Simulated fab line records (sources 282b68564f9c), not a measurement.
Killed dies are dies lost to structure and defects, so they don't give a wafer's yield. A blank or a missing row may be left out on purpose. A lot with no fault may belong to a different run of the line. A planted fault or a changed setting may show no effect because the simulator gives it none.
A struck lot beside a sound one    flow rit-cmos    14 out of 202 route steps
Sound: wafers L515.2, L515.3, L515.6. Wafers struck: L516.1, L516.2, L516.5. Last of all comes the cause.
Order at every step that has rows: each side's tool, ch and its chambers, its first start. Under that, the readings that differ: sound wafers    struck wafers    difference of the means    sigmas: that difference in standard deviations of wafers without a fault.
alike: a reading whose means differ by less than 2 such deviations, as well as words and numbers matching on both sides. not compared: withheld readings; readings where some wafer has no value; bounds like >300 that might hide an equal value; numbers whose values overlap and for which the record gives no deviation.
The two part at a step that has a row with sigmas, a row that says differs or no value, or rows on one side only. When numbers do not overlap yet have no deviation, they are printed without sigmas and do not part them. A reading that every wafer of one side lacks parts them only if that side has two wafers or more.

RIT_SILICIDE_SPUTTER_01: material Ti, target thk 30 nm, time 240 s.
  sound on pvd-sputter-01, day 4 20:12; struck on pvd-sputter-04, day 4 23:11
  alike: throttle-valve-pct
RIT_SILICIDE_RS_MEAS_02: a four-point-probe measurement.
  sound on film-metro-03, day 4 20:22; struck on film-metro-03, day 4 23:20
  alike: SILICIDE_TI_RS
RIT_SILICIDE_THK_MEAS_03: measures by xrf.
  sound on film-metro-03, day 4 20:29; struck on film-metro-03, day 4 23:27
  alike: SILICIDE_TI_THK
RIT_SILICIDE_RTA_04: time 10 s, ramp up 5 s, ramp down 5 s.
  sound on rtp-anneal-02 ch 0, day 4 20:32; struck on rtp-anneal-01 ch 0, day 4 23:31
  alike: wafer_temp_C_max
then, 1 step without rows for these wafers: RIT_SILICIDE_WET_ETCH_05 (etches Ti in SPM, time 120 s).
RIT_SILICIDE_RTA_06: time 10 s, ramp up 5 s, ramp down 10 s.
  sound on rtp-anneal-01 ch 0, day 4 20:39; struck on rtp-anneal-02 ch 0, day 4 23:37
  alike: wafer_temp_C_max
RIT_CONTACT_CVD_00: deposits SiO2 from TEOS, target thk 400 nm, time 61 s.
  sound on pecvd-04 ch 1,2, day 4 20:43; struck on pecvd-01 ch 0,1, day 4 23:41
  alike: heater-power-w
RIT_CONTACT_THK_MEAS_01:
  sound on film-metro-01, day 4 20:46; struck on film-metro-04, day 4 23:44
  alike: CONTACT_TEOS_THK
then, 4 steps without rows for these wafers: RIT_CONTACT_HMDS_02 (prime time 60 s); RIT_CONTACT_COAT_03 (resist thk 1000 nm); RIT_CONTACT_SOFTBAKE_04 (time 60 s); RIT_CONTACT_EXPOSE_05 (exposes mask M11, target cd 1000 nm).
RIT_CONTACT_PEB_06:
  sound on litho-track-03 ch 0, day 4 21:38; struck on litho-track-03, day 5 00:46
reading          sound           struck  difference                     sigmas
exhaust-pa (Pa)  44.9 45.8 44.6  - - -   no value on the struck wafers  
  not compared: chill-plate-temp-C
then, 1 step without rows for these wafers: RIT_CONTACT_DEVELOP_07 (develop time 120 s).

WHERE THEY PART
RIT_CONTACT_PEB_06 only, going by this record.

WHY: whatever the simulator had introduced
Skipped step whole: litho-track-03, from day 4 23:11 on, at RIT_CONTACT_PEB_06. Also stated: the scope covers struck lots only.
